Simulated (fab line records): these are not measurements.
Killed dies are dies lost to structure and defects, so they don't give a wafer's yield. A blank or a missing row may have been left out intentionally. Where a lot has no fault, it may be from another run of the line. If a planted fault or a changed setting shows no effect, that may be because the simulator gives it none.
Split-lot experiment :: flow rit-cmos :: 23 wafers read from 5 lots, route of 202 steps

ABOUT THE SPLIT
At RIT_NRETRO_IMPLANT_08, the setting energy-kev was moved away from the recipe's 70 on 7 of the 23 wafers read, by +3.7% to +5.8%. The other wafers ran this setting at the recipe's value.

FROM THE SPLIT TO THE READING: what the file shows between them, 1 step
- RIT_NRETRO_STRIP_09: strips in O2, time 180 s

THE READING
NRETRO_TW, at RIT_NRETRO_TW_MEAS_10. Fault-free wafers of this fab line usually give 1054, standard deviation 3.8.

wafer: L074.1
tool, chamber at the split: implanter-02, 0
energy-kev as run: 70
against the recipe: recipe
NRETRO_TW: 1050
against lot-mates on the recipe: -

wafer: L074.2
tool, chamber at the split: implanter-02, 0
energy-kev as run: 70
against the recipe: recipe
NRETRO_TW: 1050
against lot-mates on the recipe: -

wafer: L074.5
tool, chamber at the split: implanter-02, 0
energy-kev as run: 70
against the recipe: recipe
NRETRO_TW: 1049
against lot-mates on the recipe: -

wafer: L075.1
tool, chamber at the split: implanter-01, 0
energy-kev as run: 72.6
against the recipe: +3.7%
NRETRO_TW: 1057
against lot-mates on the recipe: +1

wafer: L075.2
tool, chamber at the split: implanter-01, 0
energy-kev as run: 70
against the recipe: recipe
NRETRO_TW: 1057
against lot-mates on the recipe: -

wafer: L075.4
tool, chamber at the split: implanter-01, 0
energy-kev as run: 70
against the recipe: recipe
NRETRO_TW: 1060
against lot-mates on the recipe: -

wafer: L075.5
tool, chamber at the split: implanter-01, 0
energy-kev as run: 70
against the recipe: recipe
NRETRO_TW: 1052
against lot-mates on the recipe: -

wafer: L075.6
tool, chamber at the split: implanter-01, 0
energy-kev as run: 72.6
against the recipe: +3.7%
NRETRO_TW: 1064
against lot-mates on the recipe: +8

wafer: L079.1
tool, chamber at the split: implanter-01, 0
energy-kev as run: 73.82
against the recipe: +5.5%
NRETRO_TW: 1074
against lot-mates on the recipe: +22

wafer: L079.2
tool, chamber at the split: implanter-01, 0
energy-kev as run: 73.82
against the recipe: +5.5%
NRETRO_TW: 1066
against lot-mates on the recipe: +14

wafer: L079.4
tool, chamber at the split: implanter-01, 0
energy-kev as run: 70
against the recipe: recipe
NRETRO_TW: 1053
against lot-mates on the recipe: -

wafer: L079.5
tool, chamber at the split: implanter-01, 0
energy-kev as run: 73.82
against the recipe: +5.5%
NRETRO_TW: 1065
against lot-mates on the recipe: +13

wafer: L079.6
tool, chamber at the split: implanter-01, 0
energy-kev as run: 70
against the recipe: recipe
NRETRO_TW: 1051
against lot-mates on the recipe: -

wafer: L080.1
tool, chamber at the split: implanter-03, 0
energy-kev as run: 74.05
against the recipe: +5.8%
NRETRO_TW: 1067
against lot-mates on the recipe: +18

wafer: L080.2
tool, chamber at the split: implanter-03, 0
energy-kev as run: 70
against the recipe: recipe
NRETRO_TW: 1051
against lot-mates on the recipe: -

wafer: L080.4
tool, chamber at the split: implanter-03, 0
energy-kev as run: 74.05
against the recipe: +5.8%
NRETRO_TW: 1061
against lot-mates on the recipe: +12

wafer: L080.5
tool, chamber at the split: implanter-03, 0
energy-kev as run: 70
against the recipe: recipe
NRETRO_TW: 1049
against lot-mates on the recipe: -

wafer: L080.6
tool, chamber at the split: implanter-03, 0
energy-kev as run: 70
against the recipe: recipe
NRETRO_TW: 1048
against lot-mates on the recipe: -

wafer: L085.1
tool, chamber at the split: implanter-03, 0
energy-kev as run: 70
against the recipe: recipe
NRETRO_TW: 1049
against lot-mates on the recipe: -

wafer: L085.2
tool, chamber at the split: implanter-03, 0
energy-kev as run: 70
against the recipe: recipe
NRETRO_TW: 1051
against lot-mates on the recipe: -

wafer: L085.3
tool, chamber at the split: implanter-03, 0
energy-kev as run: 70
against the recipe: recipe
NRETRO_TW: 1046
against lot-mates on the recipe: -

wafer: L085.4
tool, chamber at the split: implanter-03, 0
energy-kev as run: 70
against the recipe: recipe
NRETRO_TW: 1053
against lot-mates on the recipe: -

wafer: L085.6
tool, chamber at the split: implanter-03, 0
energy-kev as run: 70
against the recipe: recipe
NRETRO_TW: 1052
against lot-mates on the recipe: -

FIT RESULTS
A straight line over all 23 wafers: NRETRO_TW changes by +2.69 for each +1% of energy-kev; r = +0.87; the points scatter about the line by 3.8.
The same after taking each lot's own level away (the mean of its wafers on the recipe; 23 wafers): +2.59 for each +1%; r = +0.89; scatter 3.3.
The reading moves by 15 for the largest change in energy-kev, on that fit.
Across the lots, their own levels run from 1049.3 to 1056.3, a range of 1.8 times the standard deviation given above.
Hence the lot-to-lot level has little effect on the slope; both slopes agree.
Check: for one of the wafers moved furthest among these (+5.8%), held out of the fit, the line's prediction against its lot-mates is +14.1. Against them it came out at +17.7.

OTHER SPLITS ON THESE WAFERS
These wafers also went through other splits before the reading. Each is held against what the fit with the lots' levels taken away leaves over:
other split on the same wafers: RIT_ACTIVE_EXPOSE_08 dose-mj
wafers away from the commonest value: 6
r with NRETRO_TW (lot level and that fit taken away): +0.04

other split on the same wafers: RIT_ACTIVE_ETCH_13 pressure-mtorr
wafers away from the commonest value: 10
r with NRETRO_TW (lot level and that fit taken away): -0.18

other split on the same wafers: RIT_FOX2_OXIDATION_00 temp-c
wafers away from the commonest value: 18
r with NRETRO_TW (lot level and that fit taken away): +0.02

other split on the same wafers: RIT_NWELL_DEVELOP_05 develop-time-s
wafers away from the commonest value: 9
r with NRETRO_TW (lot level and that fit taken away): -0.14

THE WHOLE CHAIN: every reading that the file lists as answering this split, in the file's order
step: RIT_NRETRO_IMPLANT_08
what it does: 
reading: implant.rp-nm (the simulator's own value, which no gauge read)
change (the file's fit): +0.873 nm for each +1% of the setting
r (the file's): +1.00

step: RIT_NRETRO_IMPLANT_08
what it does: 
reading: implant.drp-nm (the simulator's own value, which no gauge read)
change (the file's fit): +0.284 nm for each +1% of the setting
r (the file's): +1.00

step: RIT_NRETRO_TW_MEAS_10
what it does: 
reading: NRETRO_TW
change (the file's fit): +2.48 for each +1% of the setting
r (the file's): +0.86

FILE'S OWN FIT
NRETRO_TW changes by +2.48 for each +1% of energy-kev, r = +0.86.
